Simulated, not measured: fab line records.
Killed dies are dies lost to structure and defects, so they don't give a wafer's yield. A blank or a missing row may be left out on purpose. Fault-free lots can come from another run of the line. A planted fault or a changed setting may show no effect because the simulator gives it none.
A struck lot beside a sound one | flow berkeley_cmos170 | 15 out of 331 route steps
Sound: these wafers, L747.1, L747.2, L747.5. Struck: wafers L758.1, L758.3, L758.4. Last of all comes the cause.
Per side, at each step with rows, come the tool, then ch with its chambers, and then its first start. Under that, the readings that differ: sound wafers | struck wafers | difference of the means | sigmas: that difference in standard deviations of wafers without a fault.
alike: readings with means less than 2 such deviations apart, plus words and numbers identical on both sides. not compared: withheld readings, readings lacking a value on some wafer, bounds such as >300 that could conceal the same value, and numbers that have no deviation in the record and whose values overlap.
A row with sigmas, a row that says differs or no value, or rows on one side alone: a step with any of these is where the two part. Numbers that don't overlap but have no deviation are shown without sigmas and don't part them. A reading missing from all wafers of one side parts the sides only when that side holds two or more wafers.

first, 6 steps without rows for these wafers: UCB170_M2_COAT_09; UCB170_M2_COAT_10 (resist thk 900 nm); UCB170_M2_SOFTBAKE_11 (time 60 s); UCB170_M2_EXPOSE_12 (exposes mask METAL2, target cd 700 nm); UCB170_M2_PEB_13; UCB170_M2_DEVELOP_14 (develop time 45 s).
UCB170_M2_CD_MEAS_15: the cd target is 700 nm.
  sound on cd_sem-02 at day 10 02:01; struck on cd_sem-01 at day 11 22:56
  alike: cd_nm
UCB170_M2_OVL_MEAS_16:
  sound on overlay-02 at day 10 02:08; struck on overlay-01 at day 11 23:04
  alike: M2_OVL
UCB170_M2_ETCH_17: etches BARC in N2/H2.
  sound on rie_diel-02 ch 0,1,3, day 10 02:10; struck on rie_diel-03 ch 1,2, day 11 23:05
  alike: chamber_pressure_mTorr, drypump_motor_current_A, oes_product_au, throttle_valve_pct
UCB170_M2_METAL_ETCH_18: etches Al in Cl2/BCl3, stops on SiO2, target depth 1170 nm, time 195 s.
  sound on rie_metal-01 ch 0,1, day 10 02:13; struck on rie_metal-03 ch 0,1, day 11 23:08
  alike: chamber_pressure_mTorr, drypump_motor_current_A, mfc_cl2_sccm, oes_product_au, throttle_valve_pct
  not compared: rf_hours_counter_h
UCB170_M2_STRIP_19: strips in O2.
  sound on plasma_asher-01 ch 0,1, day 10 02:24; struck on plasma_asher-01 ch 0,1, day 11 23:19
  alike: chamber_pressure_mTorr, drypump_motor_current_A, oes_product_au
  not compared: rf_hours_counter_h
UCB170_M2_CD_MEAS_90: the cd target is 700 nm.
  sound on cd_sem-02 at day 10 02:30; struck on cd_sem-02 at day 11 23:25
  alike: cd_nm
UCB170_V2_CVD_00: deposits SiO2 from TEOS/O2, target thk 2000 nm, time 250 s.
  sound on pecvd-04 ch 0,2, day 10 02:37; struck on pecvd-01 ch 0,1, day 11 23:52
  alike: heater_power_w
  not compared: since_wet_clean_h
UCB170_V2_THK_MEAS_01:
  sound on film_metro-01 at day 10 02:47; struck on film_metro-03 at day 12 00:15
  reading          | sound          | struck         | difference | sigmas
  V2_TEOS_THK (nm) | 1999 2001 2018 | 3980 3983 4014 | +1986      | +76
following that, these wafers have no rows for 1 step: UCB170_M3_PROBE_99.

== WHERE THEY PART ==
Within this record, at UCB170_V2_THK_MEAS_01 only.

WHY: what the simulator had put in
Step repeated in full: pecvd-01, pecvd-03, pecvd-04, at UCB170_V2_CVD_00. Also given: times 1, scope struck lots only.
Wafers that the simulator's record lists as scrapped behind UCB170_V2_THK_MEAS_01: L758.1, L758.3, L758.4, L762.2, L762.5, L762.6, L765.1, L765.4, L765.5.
